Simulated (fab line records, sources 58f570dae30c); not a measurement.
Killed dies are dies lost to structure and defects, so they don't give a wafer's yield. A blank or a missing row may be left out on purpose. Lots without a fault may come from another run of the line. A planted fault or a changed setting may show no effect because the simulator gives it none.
Which tool did it? | flow berkeley_cmos170 | 14 lots, 42 wafers sampled, at 2 steps of a route of 331

WHAT THE GAUGES READ, wafer by wafer
UCB170_V1_CD_MEAS_90: target cd 700 nm. Usual: cd_nm 700.3 nm, standard deviation 1.6.
lot  | measured     | on        | cd_nm (nm)        | flag
L728 | day 8 07:52  | cd_sem-01 | 699.6 700.0 700.1 |
L730 | day 8 16:52  | cd_sem-01 | 699.9 699.5 698.7 |
L732 | day 9 09:48  | cd_sem-01 | 703.1 699.3 704.0 |
L733 | day 9 09:55  | cd_sem-02 | 701.2 700.6 701.6 |
L734 | day 9 18:53  | cd_sem-01 | 698.5 700.6 699.4 |
L736 | day 10 09:01 | cd_sem-02 | 702.5 700.9 702.2 |
L738 | day 10 19:37 | cd_sem-02 | 698.0 699.3 698.7 |
L739 | day 10 22:22 | cd_sem-02 | 700.3 699.5 699.0 |
L744 | day 11 22:37 | cd_sem-02 | 699.2 699.7 698.3 |
L745 | day 12 03:07 | cd_sem-02 | 700.2 698.8 700.5 |
L747 | day 12 08:23 | cd_sem-01 | 700.7 700.4 700.7 |
L746 | day 12 08:40 | cd_sem-01 | 702.5 701.9 701.8 |
L749 | day 12 19:43 | cd_sem-01 | 702.0 699.9 701.2 |
L748 | day 12 16:12 | cd_sem-01 | 698.0 697.1 697.4 |

WHICH TOOL RAN EACH LOT (tool, then ch and the chambers of the sampled wafers, then the start)
lot  | UCB170_CONTACT_STRIP_06
L728 | plasma_asher-02 ch 0,1, day 8 00:30
L730 | plasma_asher-04 ch 0,1, day 8 09:18
L732 | plasma_asher-01 ch 0,1, day 9 00:44
L733 | plasma_asher-02 ch 0,1, day 9 01:11
L734 | plasma_asher-02 ch 0,1, day 9 08:08
L736 | plasma_asher-01 ch 0,1, day 10 01:05
L738 | plasma_asher-02 ch 0,1, day 10 12:13
L739 | plasma_asher-04 ch 0,1, day 10 12:14
L744 | plasma_asher-01 ch 0,1, day 11 13:25
L745 | plasma_asher-02 ch 0,1, day 11 18:58
L747 | plasma_asher-01 ch 0,1, day 11 19:33
L746 | plasma_asher-02 ch 0,1, day 11 21:13
L749 | plasma_asher-04 ch 0,1, day 12 04:10
L748 | plasma_asher-01 ch 0,1, day 12 04:14
- UCB170_CONTACT_STRIP_06: strips in O2.

WHAT THE TOOLS THEMSELVES READ (means of the sampled wafers that have a number; where no wafer has one, the mark that the record gives instead)
UCB170_CONTACT_STRIP_06. Usual: drypump_motor_current_A 6.00 A, standard deviation 0.28; oes_product_au 0.735 a.u., standard deviation 0.0048; strip_time_to_endpoint_s 22.00 s, standard deviation 0.069.
lot  | tool            | drypump_motor_current_A (A) | oes_product_au (a.u.) | strip_time_to_endpoint_s (s) | flag
L728 | plasma_asher-02 | 6.21                        | 0.734                 | 21.96                        |
L730 | plasma_asher-04 | 6.11                        | 0.734                 | 22.03                        |
L732 | plasma_asher-01 | 5.96                        | 0.738                 | 22.03                        |
L733 | plasma_asher-02 | 5.93                        | 0.733                 | 21.93                        |
L734 | plasma_asher-02 | 6.20                        | 0.731                 | 21.99                        |
L736 | plasma_asher-01 | 5.91                        | 0.736                 | 21.97                        |
L738 | plasma_asher-02 | 5.95                        | 0.736                 | 21.88                        |
L739 | plasma_asher-04 | 6.11                        | 0.730                 | 21.87                        |
L744 | plasma_asher-01 | 5.92                        | 0.732                 | 22.03                        |
L745 | plasma_asher-02 | 6.21                        | 0.729                 | 22.00                        |
L747 | plasma_asher-01 | 5.98                        | 0.734                 | 21.92                        |
L746 | plasma_asher-02 | 5.94                        | 0.736                 | 22.06                        |
L749 | plasma_asher-04 | 6.11                        | 0.734                 | 22.06                        |
L748 | plasma_asher-01 | 5.92                        | 0.741                 | 21.98                        |

THE ANSWER, worked out from the rows above alone
Rule: a lot is off if the mean of its wafers that have a number lies more than 3 standard deviations from the usual mean. A lot without any number at a reading at which 4 lots or more have one is off too. The other lots that the step has rows for count as sound. The gauges are gone through in route order, then the tools' own readings, and for those a lot's mean is taken as printed above. The first step at which some lot is off is used, and at that step the reading that is off furthest; a lot without a number counts as furthest.
No lot is off at any reading shown: from this, nothing can be told.

WHAT THE SIMULATOR HAD PUT IN
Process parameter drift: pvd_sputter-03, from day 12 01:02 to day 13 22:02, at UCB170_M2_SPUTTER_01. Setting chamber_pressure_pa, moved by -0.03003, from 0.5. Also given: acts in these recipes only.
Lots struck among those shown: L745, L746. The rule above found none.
